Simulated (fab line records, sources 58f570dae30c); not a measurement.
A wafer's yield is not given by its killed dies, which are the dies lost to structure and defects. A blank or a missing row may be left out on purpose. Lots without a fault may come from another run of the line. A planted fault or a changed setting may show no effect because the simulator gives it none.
Problem report in the 8D (eight disciplines) form, filled by code    flow berkeley cmos170    the parts of the form that need people (team, actions taken, sign-off) are left out

1. WHAT IS WRONG
Mean of prime temp c at UCB170_PLDD_HMDS_00: 93.88 C across 6 wafers in 2 lots; on wafers with no fault it is 100.02 C (standard deviation 0.12). Measured from the usual mean, that is -51 standard deviations.
The step: prime time 60 s.
First seen on wafer L866.2, day 10 04:17, on litho track-03. The record holds 42 wafers of 14 lots with a number at this step. The rule behind "out" and "out of limits": a value lying over 4 standard deviations away from the usual mean. Any other wafer with a number is counted as sound.

2. WHAT IT IS AND WHAT IT IS NOT
question                     is                      is not
which readings at this step  prime temp c            -
which lots                   L866, L869              L851, L852, L853, L854, L855, L858, L859, L861, L862, L863, L872, L873
which wafers of those lots   all that have a number  -
read on which tools          litho track-03          litho track-02, litho track-04
when                         from day 10 04:17       up to then (30 sound wafers); but 6 sound wafers of L872, L873 came after

3. SUSPECTS, AND WHAT RULES EACH OUT
Counting: any tool at a process step up to the reading is kept as a suspect provided that every lot that is out went through it and no sound lot did after the first of them.
- litho track-03 at UCB170_PLDD_HMDS_00 (prime time 60 s): kept. It processed each lot that is out, first L866 at day 10 04:17, and no sound lot thereafter; up to then, the last sound lot it processed was L861 at day 9 09:14. On those wafers its own readings are out: prime temp c.
Left after counting: litho track-03 at UCB170_PLDD_HMDS_00.

4. THE CAUSE (what the simulator had put in)
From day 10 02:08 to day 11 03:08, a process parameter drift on litho track-03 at UCB170_PLDD_HMDS_00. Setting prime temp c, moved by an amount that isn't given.
The count eliminated every tool but this one.

5. THE CHAIN OF EFFECTS, in route order
Rows list readings where the struck wafers' mean (over those with a number) sits beyond 3 standard deviations from the usual. Readings are gone through only where the record gives a usual standard deviation; hours: the median, over the lots, of the time from a lot's start at the first step in this table giving one to that lot's start at this step; sigmas: the change measured in usual standard deviations.
hours  step                 reading       usual     on struck wafers  change  sigmas
0      UCB170_PLDD_HMDS_00  prime temp c  100.02 C  93.88             -6.14   -51
Its process steps:
- UCB170_PLDD_HMDS_00: prime time 60 s.
Later measuring or inspecting steps at which every struck wafer that the step has a row for has a number for every such reading, and none has moved that far: UCB170_V2_BOW_MEAS_03, UCB170_M3_RS_MEAS_02.

6. HOW IT WOULD HAVE BEEN CAUGHT EARLIER
The fault began at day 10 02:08; the first out-of-limits reading in this record came at day 10 04:17, 2 hours later.
